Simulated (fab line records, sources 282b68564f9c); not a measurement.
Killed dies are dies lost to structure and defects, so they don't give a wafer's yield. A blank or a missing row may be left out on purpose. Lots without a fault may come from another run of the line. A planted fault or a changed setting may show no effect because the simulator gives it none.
A struck lot beside a sound one | flow rit_cmos | 20 steps out of a route of 202
Sound: wafers L208.1, L208.3, L208.5. Struck: wafers L221.1, L221.5, L221.6. The cause comes at the end.
At each step with rows: each side's tool, then ch and its chambers, then its first start. Under that, the readings that differ: sound wafers | struck wafers | difference of the means | sigmas: that difference in standard deviations of wafers without a fault.
alike: readings whose means differ by less than 2 such deviations, and words and numbers that are the same on both sides. not compared: withheld readings, readings that some wafer has no value for, bounds like >300 that may hide the same value, and numbers for which the record gives no deviation and whose values overlap.
The two part at a step that has a row with sigmas, a row that says differs or no value, or rows on one side only. Numbers that don't overlap but have no deviation are shown without sigmas and don't part them. A reading that every wafer of one side lacks parts them only if that side has two wafers or more.

RIT_PLDD_TW_MEAS_10:
  sound on film_metro-04, day 3 06:29; struck on film_metro-04, day 6 00:22
  reading | sound          | struck         | difference | sigmas
  PLDD_TW | 2328 2338 2350 | 2354 2364 2365 | +22        | +2
then, 4 steps without rows for these wafers: RIT_SPACER_CLEAN_00 (cleans in SC1, time 623.6 s); RIT_SPACER_CLEAN_01 (cleans in dHF, time 30 s); RIT_SPACER_CLEAN_02 (cleans in SC2, time 600 s); RIT_SPACER_CVD_03 (deposits Si3N4 from SiH2Cl2/NH3, target thk 250 nm, time 3300 s).
RIT_SPACER_THK_MEAS_04:
  sound on film_metro-01, day 3 08:50; struck on film_metro-04, day 6 02:43
  alike: SPACER_NITRIDE_THK
RIT_SPACER_ETCHBACK_05: etches Si3N4 in SF6/CHF3, stops on SiO2, target depth 250 nm, time 240 s.
  sound on rie_diel-03 ch 3, day 3 08:53; struck on rie_diel-03 ch 0,3, day 6 02:47
  reading                | sound             | struck            | difference | sigmas
  throttle_valve_pct (%) | 10.08 10.08 10.09 | 10.52 10.51 10.07 | +0.28      | +2
  alike: drypump_motor_current_A, oes_product_au
  not compared: rf_hours_counter_h
then, 5 steps without rows for these wafers: RIT_NSD_HMDS_00 (prime time 60 s); RIT_NSD_COAT_01 (resist thk 1000 nm); RIT_NSD_SOFTBAKE_02 (time 60 s); RIT_NSD_EXPOSE_03 (exposes mask M9, target cd 40700 nm); RIT_NSD_PEB_04.
RIT_NSD_DEVELOP_05: develop time 50 s.
  sound on litho_track-03 ch 0, day 3 09:00; struck on litho_track-03 ch 0, day 6 03:00
RIT_NSD_OVL_MEAS_06:
  sound on overlay-02, day 3 10:05; struck on overlay-02, day 6 03:58
  alike: NSD_OVL
then, 2 steps without rows for these wafers: RIT_NSD_HARDBAKE_07 (time 60 s); RIT_NSD_IMPLANT_08.
RIT_NSD_STRIP_09: strips in O2, time 180 s.
  sound on plasma_asher-01 ch 0,1, day 3 10:25; struck on plasma_asher-02 ch 0,1, day 6 04:18
  alike: drypump_motor_current_A
  not compared: rf_hours_counter_h
RIT_NSD_TW_MEAS_10:
  sound on film_metro-04, day 3 10:36; struck on film_metro-03, day 6 04:28
  reading | sound          | struck   | difference | sigmas
  NSD_TW  | 3125 3114 3103 | 30 30 30 | -3084      | -99 or more
then, 1 step without rows for these wafers: RIT_PSD_HMDS_00 (prime time 60 s).
RIT_M1_PROBE_99:
  sound on prober-02, day 3 20:03; struck on prober-01, day 6 13:48
  reading             | sound  | struck      | difference | sigmas
  killed_at_front_end | 12 7 8 | 264 264 264 | +255       | +98
  killed_dies         | 12 7 8 | 264 264 264 | +255       | +98
  killed_on_rim       | 3 1 3  | 70 70 70    | +68        | +52
  alike: killed_at_contacts, killed_open, killed_short

WHERE THEY PART
First at RIT_PLDD_TW_MEAS_10; last, within this record, at RIT_M1_PROBE_99.

WHY: what the simulator had put in
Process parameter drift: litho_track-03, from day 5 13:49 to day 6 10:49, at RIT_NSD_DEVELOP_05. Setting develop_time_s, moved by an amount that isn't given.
